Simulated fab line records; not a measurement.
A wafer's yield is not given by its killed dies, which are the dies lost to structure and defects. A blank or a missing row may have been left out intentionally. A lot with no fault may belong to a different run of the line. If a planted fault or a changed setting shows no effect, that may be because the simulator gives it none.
Struck lot and sound lot, side by side | flow rit-cmos | 20 steps out of a route of 202
Sound: these wafers, L642.1, L642.3, L642.5. Wafers struck: L641.2, L641.3, L641.4. The cause is given at the end.
At each step with rows: each side's tool, then ch and its chambers, then its first start. Under that, the readings that differ: sound wafers | struck wafers | difference of the means | sigmas: that difference in standard deviations of wafers without a fault.
alike: same words and numbers on both sides, and readings whose means sit less than 2 such deviations apart. not compared: any withheld reading, any reading some wafer has no value for, any bound like >300 that may hide the same value, and any number with overlapping values for which the record gives no deviation.
A row with sigmas, a row that says differs or no value, or rows on one side alone: a step with any of these is where the two part. Non-overlapping numbers with no deviation appear without sigmas and do not part them. Lack of a reading on every wafer of one side parts them only where that side has two or more wafers.

first, 2 steps without rows for these wafers: RIT_NSD_HARDBAKE_07 (time 60 s); RIT_NSD_IMPLANT_08.
RIT_NSD_STRIP_09: strips in O2, time 180 s.
  sound on plasma-asher-04 ch 0,1, day 6 22:49; struck on plasma-asher-04 ch 0,1, day 6 17:31
  alike: drypump-motor-current-A
  not compared: rf-hours-counter-h
RIT_NSD_TW_MEAS_10:
  struck on film-metro-01, day 6 17:41; sound on film-metro-01, day 6 22:59
  alike: NSD_TW
then, 6 steps without rows for these wafers: RIT_PSD_HMDS_00 (prime time 60 s); RIT_PSD_COAT_01 (resist thk 994.2 nm); RIT_PSD_SOFTBAKE_02 (time 60 s); RIT_PSD_EXPOSE_03 (exposes mask M10, target cd 40900 nm); RIT_PSD_PEB_04; RIT_PSD_DEVELOP_05 (develop time 50 s).
RIT_PSD_OVL_MEAS_06:
  struck on overlay-02, day 6 18:43; sound on overlay-02, day 6 23:53
  alike: PSD_OVL
then, 1 step without rows for these wafers: RIT_PSD_HARDBAKE_07 (time 60 s).
RIT_PSD_IMPLANT_08:
  struck on implanter-03, day 6 18:56; sound on implanter-03 ch 0, day 7 00:05
  no value came back on the struck wafers for beam-energy-keV, beam-on-s (s), end-station-pressure-torr (Torr), implant-ion-amu; on the sound wafers beam-energy-keV reads 26.993 26.995 27.007
RIT_PSD_STRIP_09: strips in O2, time 180 s.
  sound on plasma-asher-04 ch 0,1, day 7 00:14; struck on plasma-asher-03 ch 0,1, day 6 19:03
  alike: drypump-motor-current-A
  not compared: rf-hours-counter-h
RIT_PSD_TW_MEAS_10:
  struck on film-metro-01, day 6 19:14; sound on film-metro-02, day 7 00:25
  reading | sound          | struck   | difference | sigmas
  PSD_TW  | 3457 3433 3473 | 30 30 30 | -3424      | -99 or more
then, 3 steps without rows for these wafers: RIT_SDANNEAL_CLEAN_00 (cleans in SC1, time 600 s); RIT_SDANNEAL_CLEAN_01 (cleans in dHF, time 30 s); RIT_SDANNEAL_CLEAN_02 (cleans in SC2, time 600 s).
RIT_SDANNEAL_RTA_03: time 5 s.
  sound on rtp-anneal-01 ch 0, day 7 00:50; struck on rtp-anneal-02 ch 0, day 6 19:41
  alike: wafer_temp_C_max
RIT_SDANNEAL_RS_MEAS_04: uses a four-point probe to measure.
  struck on film-metro-02, day 6 19:49; sound on film-metro-04, day 7 00:53
  reading         | sound                | struck               | difference | sigmas
  PSD_RS (ohm/sq) | 116.23 116.25 115.75 | 133.20 132.98 133.47 | +17.14     | +69

WHERE THEY PART
Last at RIT_SDANNEAL_RS_MEAS_04 as far as this record goes, first at RIT_PSD_IMPLANT_08.

WHY: what had been put in by the simulator
Entire step skipped (implanter-03, RIT_PSD_IMPLANT_08), from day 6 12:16 onward. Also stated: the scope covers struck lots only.
